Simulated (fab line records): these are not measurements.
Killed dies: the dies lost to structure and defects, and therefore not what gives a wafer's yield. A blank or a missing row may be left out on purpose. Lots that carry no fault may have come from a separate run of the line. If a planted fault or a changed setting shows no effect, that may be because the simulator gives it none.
Problem report, 8D (eight disciplines) form, completed by code :: flow ritCmos :: the parts of the form that need people (team, actions taken, sign-off) are left out

1. WHAT WENT WRONG
Wafers free of any fault read 3.06 nm (standard deviation 0.079) for GATE_OXIDE_THK at RIT_GATE_THK_MEAS_07, against a mean of 2.52 nm on 6 wafers of 2 lots. Measured from the usual mean, that is -6.9 standard deviations.
Earliest sighting: wafer L142.1 on filmMetro-01 at day 4 00:59. At this step, 42 wafers from 14 lots have a number in the record. The rule behind "out" and "out of limits": a value lying over 4 standard deviations away from the usual mean. The rest of the wafers with a number are treated as sound.

2. WHAT THIS IS AND IS NOT
question: which readings at this step
is: GATE_OXIDE_THK
is not: -

question: which lots
is: L142, L144
is not: L135, L136, L137, L138, L139, L140, L149, L150, L151, L152, L156, L158

question: which wafers of those lots
is: all that have a number
is not: -

question: read on which gauges
is: filmMetro-01, filmMetro-04
is not: filmMetro-02

question: when
is: from day 4 00:59
is not: up to then (18 sound wafers); but 18 sound wafers of L149, L150, L151, L152, L156, L158 came after

3. THE SUSPECTS, EACH WITH WHAT RULES IT OUT
Counting: a tool at a process step up to the reading stays a suspect if it ran every lot that is out and no sound lot after the first of them.
- the gauge at RIT_GATE_THK_MEAS_07: ruled out. 2 gauges (filmMetro-01, filmMetro-04) read the wafers that are out.
- furnace-03 at RIT_GATE_OXIDATION_05 (target thk 3 nm, ox time 274.8 s): kept. Every lot that is out went through it, starting with L142 (day 3 22:37), and after that it ran no sound lot; the last sound lot it ran before then is L140 (day 3 10:55). Its own readings are out on those wafers: spikeTcCentreC, spikeTcLoadC, spikeTcSourceC.
After counting, what remains is furnace-03 at RIT_GATE_OXIDATION_05.

4. THE CAUSE (what the simulator had put in)
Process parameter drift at RIT_GATE_OXIDATION_05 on furnace-03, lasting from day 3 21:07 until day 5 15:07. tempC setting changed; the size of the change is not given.
Counting left only this tool.

5. THE EFFECT CHAIN, in route order
Each row: a reading where the mean over the struck wafers with a number is more than 3 standard deviations away from the usual. Readings are gone through only where the record gives a usual standard deviation; hours: the median, over the lots, of the time from a lot's start at the first step in this table giving one to that lot's start at this step; sigmas: the change measured in usual standard deviations.
hours: 0
step: RIT_GATE_OXIDATION_05
reading: spikeTcCentreC
usual: 901.7 C
on struck wafers: 885.9
change: -15.8
sigmas: -13

hours: 0
step: RIT_GATE_OXIDATION_05
reading: spikeTcLoadC
usual: 924.5 C
on struck wafers: 905.2
change: -19.2
sigmas: -7.7

hours: 0
step: RIT_GATE_OXIDATION_05
reading: spikeTcSourceC
usual: 920 C
on struck wafers: 900
change: -20
sigmas: -5.0

hours: 3
step: RIT_GATE_THK_MEAS_07
reading: GATE_OXIDE_THK
usual: 3.06 nm
on struck wafers: 2.52
change: -0.54
sigmas: -6.9
Here are the process steps it includes:
- RIT_GATE_OXIDATION_05: target thk 3 nm, ox time 274.8 s.

6. HOW IT WOULD HAVE BEEN CAUGHT EARLIER
In this record the first reading out of limits at a measuring or inspecting step was taken at day 4 00:59, 4 hours after the fault began at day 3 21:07.
At RIT_GATE_OXIDATION_05, the tool's own readings (spikeTcCentreC, spikeTcLoadC, spikeTcSourceC) were out on each struck wafer the step has a row for, so an alarm limit on them would have fired on the first such wafer.
L144, from the lots that are out (2), started RIT_GATE_OXIDATION_05 on furnace-03 later than day 4 00:59. Putting the tool on hold at that point would have spared it.
